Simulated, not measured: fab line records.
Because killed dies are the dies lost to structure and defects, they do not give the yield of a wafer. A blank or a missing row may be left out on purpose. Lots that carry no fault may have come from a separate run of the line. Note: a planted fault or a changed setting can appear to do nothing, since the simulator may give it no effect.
The tool behind it: which one? / flow berkeley cmos170 / route of 331 steps, sampled at 1 step: 15 lots, 45 wafers

## WHAT THE GAUGES READ, wafer by wafer
No reading from a measuring or inspecting step in the record can be judged against a usual standard deviation.

## WHICH TOOL RAN EACH LOT (tool, then ch and the chambers of the sampled wafers, then the start)
lot=L735; UCB170_M1_DEVELOP_08=litho track-04 ch 0, day 8 05:00
lot=L737; UCB170_M1_DEVELOP_08=litho track-03 ch 0, day 8 06:00
lot=L738; UCB170_M1_DEVELOP_08=litho track-04 ch 0, day 8 23:00
lot=L742; UCB170_M1_DEVELOP_08=litho track-04, day 9 12:00
lot=L741; UCB170_M1_DEVELOP_08=litho track-01, day 9 14:00
lot=L740; UCB170_M1_DEVELOP_08=litho track-01, day 9 14:00
lot=L745; UCB170_M1_DEVELOP_08=litho track-03 ch 0, day 10 10:00
lot=L748; UCB170_M1_DEVELOP_08=litho track-03 ch 0, day 10 22:00
lot=L750; UCB170_M1_DEVELOP_08=litho track-01 ch 0, day 10 23:00
lot=L749; UCB170_M1_DEVELOP_08=litho track-03 ch 0, day 11 03:00
lot=L752; UCB170_M1_DEVELOP_08=litho track-04 ch 0, day 11 04:00
lot=L753; UCB170_M1_DEVELOP_08=litho track-03 ch 0, day 11 06:00
lot=L754; UCB170_M1_DEVELOP_08=litho track-01 ch 0, day 12 04:00
lot=L756; UCB170_M1_DEVELOP_08=litho track-04 ch 0, day 12 04:00
lot=L758; UCB170_M1_DEVELOP_08=litho track-01 ch 0, day 12 21:00
- UCB170_M1_DEVELOP_08: develop time 45 s.

## AS READ BY THE TOOLS THEMSELVES (means over the sampled wafers that have a number; for cases with no such wafer, the mark the record gives instead)
UCB170_M1_DEVELOP_08. Usual: chill plate temp C 22.97 C, standard deviation 0.1.
lot=L735; tool=litho track-04; chill plate temp C (C)=22.90; flag=
lot=L737; tool=litho track-03; chill plate temp C (C)=23.12; flag=
lot=L738; tool=litho track-04; chill plate temp C (C)=23.00; flag=
lot=L742; tool=litho track-04; chill plate temp C (C)=-; flag=OFF
lot=L741; tool=litho track-01; chill plate temp C (C)=-; flag=OFF
lot=L740; tool=litho track-01; chill plate temp C (C)=-; flag=OFF
lot=L745; tool=litho track-03; chill plate temp C (C)=23.02; flag=
lot=L748; tool=litho track-03; chill plate temp C (C)=23.08; flag=
lot=L750; tool=litho track-01; chill plate temp C (C)=22.88; flag=
lot=L749; tool=litho track-03; chill plate temp C (C)=23.00; flag=
lot=L752; tool=litho track-04; chill plate temp C (C)=22.94; flag=
lot=L753; tool=litho track-03; chill plate temp C (C)=23.04; flag=
lot=L754; tool=litho track-01; chill plate temp C (C)=23.03; flag=
lot=L756; tool=litho track-04; chill plate temp C (C)=22.99; flag=
lot=L758; tool=litho track-01; chill plate temp C (C)=22.95; flag=

## THE ANSWER, worked out from the rows above alone
Rule: take the mean of a lot's wafers that have a number; if it is more than 3 standard deviations from the usual mean, the lot is off. Also off: a lot with no number at a reading for which 4 or more lots have one. All remaining lots with rows at the step are treated as sound. First the gauges in route order, then the tools' own readings, where a lot's mean is used as printed above. The first step at which some lot is off is used, and at that step the reading that is off furthest; a lot without a number counts as furthest.
Off at UCB170_M1_DEVELOP_08 (chill plate temp C): L742, L741, L740. Without a number there: L742, L741, L740.
If a tool, at that step or one of the process steps before it, ran each lot that is off and ran no sound lot following the first of them, it fits. Of those tried, none fits.

## WHAT THE SIMULATOR HAD PUT IN
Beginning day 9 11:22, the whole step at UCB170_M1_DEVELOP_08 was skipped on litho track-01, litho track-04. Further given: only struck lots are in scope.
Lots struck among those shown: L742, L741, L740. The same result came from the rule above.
